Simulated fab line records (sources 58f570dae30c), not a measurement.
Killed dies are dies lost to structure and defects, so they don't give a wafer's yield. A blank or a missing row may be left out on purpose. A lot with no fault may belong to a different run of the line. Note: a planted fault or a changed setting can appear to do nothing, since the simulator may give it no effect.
Comparing a struck lot with a sound one ; flow berkeleyCmos170 ; 14 steps out of a route of 331
Sound: wafers L462.1, L462.3, L462.6. Wafers L449.2, L449.4, L449.6 were the ones struck. The cause is named last.
For every step that has rows: the tool of each side, followed by ch and its chambers, followed by its first start. Under that, the readings that differ: sound wafers ; struck wafers ; difference of the means ; sigmas: that difference in standard deviations of wafers without a fault.
alike: readings with means less than 2 such deviations apart, plus words and numbers identical on both sides. not compared: withheld readings, readings lacking a value on some wafer, bounds such as >300 that could conceal the same value, and numbers that have no deviation in the record and whose values overlap.
A row with sigmas, a row that says differs or no value, or rows on one side alone: a step with any of these is where the two part. When numbers do not overlap yet have no deviation, they are printed without sigmas and do not part them. Lack of a reading on every wafer of one side parts them only where that side has two or more wafers.

first, 1 step without rows for these wafers: UCB170_FIELD_WET_ETCH_06 (etches SiO2 in BOE, time 22 s).
UCB170_FIELD_THK_MEAS_90:
  sound on filmMetro-04, day 9 01:32; struck on filmMetro-01, day 6 22:31
reading;sound;struck;difference;sigmas
FIELD_OXIDE_LEFT_1_THK (nm);430 435 434;463 464 459;+29;+3
then, 2 steps without rows for these wafers: UCB170_SACOX_CLEAN_00 (cleans in dHF, time 7.5 s); UCB170_SACOX_OXIDATION_01 (target thk 14.4 nm, ox time 2400 s).
UCB170_SACOX_THK_MEAS_02:
  sound on filmMetro-03, day 9 04:53; struck on filmMetro-04, day 7 04:03
  alike: SACOX_OXIDE_THK
then, 2 steps without rows for these wafers: UCB170_SCREENOX_WET_ETCH_00 (etches SiO2 in dHF, time 200 s); UCB170_SCREENOX_OXIDATION_01 (target thk 14.4 nm, ox time 2400 s).
UCB170_SCREENOX_THK_MEAS_02:
  sound on filmMetro-03, day 9 09:18; struck on filmMetro-01, day 7 10:40
  alike: SCREENOX_OXIDE_THK
then, 4 steps without rows for these wafers: UCB170_SCREENOX_ANNEAL_03 (time 900 s); UCB170_NVT_HMDS_00 (prime time 60 s); UCB170_NVT_COAT_01 (resist thk 900 nm); UCB170_NVT_SOFTBAKE_02 (time 60 s).
UCB170_NVT_EXPOSE_03: exposes mask PWELL, target cd 3000 nm.
  sound on krfScanner-01 ch 0, day 9 15:57; struck on krfScanner-01, day 7 18:32
  no value came back on the struck wafers for exposureDoseMJCm2, focusOffsetNm (nm); on the sound wafers exposureDoseMJCm2 reads 29.963 30.001 30.016
  alike: mask
following that, these wafers have no rows for 1 step: UCB170_NVT_PEB_04.

== WHERE THEY PART ==
Earliest at UCB170_FIELD_THK_MEAS_90; latest, in this record, at UCB170_NVT_EXPOSE_03.

WHY: what the simulator had put in
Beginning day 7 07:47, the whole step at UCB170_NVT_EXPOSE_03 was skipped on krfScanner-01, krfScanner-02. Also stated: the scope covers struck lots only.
